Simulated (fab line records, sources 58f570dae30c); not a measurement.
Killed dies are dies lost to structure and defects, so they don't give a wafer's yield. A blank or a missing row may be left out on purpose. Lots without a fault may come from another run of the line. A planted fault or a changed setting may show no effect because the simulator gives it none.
Problem report in the 8D (eight disciplines) form, filled by code | flow berkeley_cmos170 | the parts of the form that need people (team, actions taken, sign-off) are left out

1. THE PROBLEM
PFIELD_TW at UCB170_PFIELD_TW_MEAS_09 reads a mean of 707 on 6 wafers of 2 lots; wafers without a fault read 607 with a standard deviation of 4.6. That is +22 standard deviations from the usual mean.
First seen on wafer L582.4, day 7 11:44, on film_metro-03. The record holds 42 wafers of 14 lots with a number at this step. Rule for "out", or "out of limits": more than 4 standard deviations from the usual mean. The other wafers with a number count as sound.

2. WHAT IT IS AND WHAT IT IS NOT
question                    | is                     | is not
which readings at this step | PFIELD_TW              | -
which lots                  | L582, L584             | L567, L568, L569, L570, L571, L572, L573, L574, L575, L576, L577, L578
which wafers of those lots  | all that have a number | -
read on which gauges        | film_metro-03          | film_metro-02, film_metro-04
when                        | from day 7 11:44       | up to then (36 sound wafers)

3. SUSPECTS, AND WHAT RULES EACH OUT
Counting: a tool at a process step up to the reading stays a suspect if it ran every lot that is out and no sound lot after the first of them.
- the gauge at UCB170_PFIELD_TW_MEAS_09: ruled out. All the wafers that are out were read on film_metro-03, but those of them that UCB170_PFIELD_IMPLANT_07 has rows for are out there too, on other tools.
- implanter-02 at UCB170_PFIELD_IMPLANT_07: kept. It ran every lot that is out, first L582 (day 7 11:32), and no sound lot after that; its last sound lot up to then is L578 (day 7 01:23). Its own readings are out on those wafers: dose_ions_cm2, faraday_current_uA.
Left after counting: implanter-02 at UCB170_PFIELD_IMPLANT_07.

4. THE CAUSE (what the simulator had put in)
Process parameter drift: implanter-02, from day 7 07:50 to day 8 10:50, at UCB170_PFIELD_IMPLANT_07. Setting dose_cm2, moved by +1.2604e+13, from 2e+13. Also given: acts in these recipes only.
Counting left only this tool.

5. THE CHAIN OF EFFECTS, in route order
Each row: a reading whose mean over the struck wafers that have a number lies more than 3 standard deviations from the usual. Only readings for which the record gives a usual standard deviation are gone through. hours: the time from each lot's start at the first step in this table that gives one to its start at this step, as a median over the lots. sigmas: the change in usual standard deviations.
hours | step                     | reading            | usual      | on struck wafers | change      | sigmas
0     | UCB170_PFIELD_IMPLANT_07 | dose_ions_cm2      | 2.0002e+13 | 3.2601e+13       | +1.2599e+13 | +99 or more
0     | UCB170_PFIELD_IMPLANT_07 | faraday_current_uA | 63.4       | 103.7            | +40.3       | +29
0     | UCB170_PFIELD_TW_MEAS_09 | PFIELD_TW          | 607        | 707              | +100        | +22
The process steps in it:
- UCB170_PFIELD_IMPLANT_07

6. WHAT WOULD HAVE CAUGHT IT SOONER
In this record the first reading out of limits at a measuring or inspecting step was taken at day 7 11:44, 4 hours after the fault began at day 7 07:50.
The tool's own readings at UCB170_PFIELD_IMPLANT_07 were out on every struck wafer that the step has a row for (dose_ions_cm2, faraday_current_uA): an alarm limit on them would have fired on the first of those.
Of the lots that are out (2), L584 began UCB170_PFIELD_IMPLANT_07 on implanter-02 after day 7 11:44. A hold on the tool at that time would have spared it.
